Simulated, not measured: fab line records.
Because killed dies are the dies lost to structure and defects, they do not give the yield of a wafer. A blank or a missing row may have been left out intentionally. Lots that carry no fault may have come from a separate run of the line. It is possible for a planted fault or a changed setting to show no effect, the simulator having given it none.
Split-lot experiment | flow berkeleyCmos170 | 23 wafers read from 5 lots, route of 331 steps

SPLIT DETAILS
At UCB170_NLDD_IMPLANT_08, the setting energyKev was moved away from the recipe's 30 on 10 of the 23 wafers read, by -2.6% to +4.5%. All remaining wafers had this setting at the recipe value.

The reading comes from the split's own step.

THE READING
implant.drpNm (the simulator's own value, which no gauge read), in nm, at UCB170_NLDD_IMPLANT_08. No usual value for it is given in the file.

wafer  | tool, chamber at the split | energyKev as run | against the recipe | implant.drpNm, nm | against lot-mates on the recipe
L074.1 | implanter-01, 0            | 30               | recipe             | 9.611             | -
L074.4 | implanter-01, 0            | 30               | recipe             | 9.611             | -
L074.6 | implanter-01, 0            | 30               | recipe             | 9.611             | -
L074.2 | implanter-01, 0            | 31.36            | +4.5%              | 9.929             | +0.318
L074.3 | implanter-01, 0            | 31.36            | +4.5%              | 9.929             | +0.318
L076.1 | implanter-02, 0            | 29.51            | -1.6%              | 9.496             | -0.115
L076.2 | implanter-02, 0            | 29.51            | -1.6%              | 9.496             | -0.115
L076.3 | implanter-02, 0            | 29.51            | -1.6%              | 9.496             | -0.115
L076.4 | implanter-02, 0            | 30               | recipe             | 9.611             | -
L076.6 | implanter-02, 0            | 30               | recipe             | 9.611             | -
L080.1 | implanter-02, 0            | 29.21            | -2.6%              | 9.426             | -0.185
L080.3 | implanter-02, 0            | 29.21            | -2.6%              | 9.426             | -0.185
L080.4 | implanter-02, 0            | 29.21            | -2.6%              | 9.426             | -0.185
L080.5 | implanter-02, 0            | 30               | recipe             | 9.611             | -
L080.6 | implanter-02, 0            | 30               | recipe             | 9.611             | -
L079.1 | implanter-03, 0            | 30.47            | +1.6%              | 9.72              | +0.109
L079.3 | implanter-03, 0            | 30.47            | +1.6%              | 9.72              | +0.109
L079.4 | implanter-03, 0            | 30               | recipe             | 9.611             | -
L079.5 | implanter-03, 0            | 30               | recipe             | 9.611             | -
L079.6 | implanter-03, 0            | 30               | recipe             | 9.611             | -
L082.1 | implanter-01, 0            | 30               | recipe             | 9.611             | -
L082.3 | implanter-01, 0            | 30               | recipe             | 9.611             | -
L082.4 | implanter-01, 0            | 30               | recipe             | 9.611             | -

FIT RESULTS
A straight line over all 23 wafers: implant.drpNm changes by +0.0702 nm for each +1% of energyKev; r = +1.00; the points scatter about the line by 0.00028 nm.
The same after taking each lot's own level away (the mean of its wafers on the recipe; 23 wafers): +0.0702 nm for each +1%; r = +1.00; scatter 0.00028 nm.
Per that fit: largest energyKev move, reading shift of 0.32 nm.
The lots' own levels span 9.6110 to 9.6110 nm.
Hence the lot-to-lot level has little effect on the slope; both slopes agree.
Check: for one of the wafers moved furthest among these (+4.5%), held out of the fit, the line's prediction against its lot-mates is +0.318 nm. It came out at +0.318 nm against them.

THESE WAFERS: OTHER SPLITS
These wafers also went through other splits before the reading. Each is held against what the fit with the lots' levels taken away leaves over:
other split on the same wafers     | wafers away from the commonest value | r with implant.drpNm (lot level and that fit taken away)
UCB170_START_OXIDATION_02 tempC    | 10                                   | +0.26
UCB170_NWELL_COAT_07 spinRpm       | 11                                   | -0.09
UCB170_NWELL_ETCH_13 timeS         | 11                                   | -0.15
UCB170_PWELL_OXIDATION_02 oxTimeS  | 15                                   | -0.16
UCB170_PFIELD_IMPLANT_07 energyKev | 9                                    | -0.45
UCB170_SACOX_OXIDATION_01 oxTimeS  | 18                                   | +0.21
UCB170_PVT_IMPLANT_07 energyKev    | 9                                    | +0.35
UCB170_GATE_PEB_10 pebTempC        | 8                                    | -0.03

THE WHOLE CHAIN: every reading that the file lists as answering this split, in the file's order
step                   | what it does | reading                                                        | change (the file's fit)                | r (the file's)
UCB170_NLDD_IMPLANT_08 |              | implant.rpNm (the simulator's own value, which no gauge read)  | +0.163 nm for each +1% of the setting  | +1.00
UCB170_NLDD_IMPLANT_08 |              | implant.drpNm (the simulator's own value, which no gauge read) | +0.0702 nm for each +1% of the setting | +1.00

THE FILE'S OWN FIT
implant.drpNm changes by +0.0702 nm for each +1% of energyKev, r = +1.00.
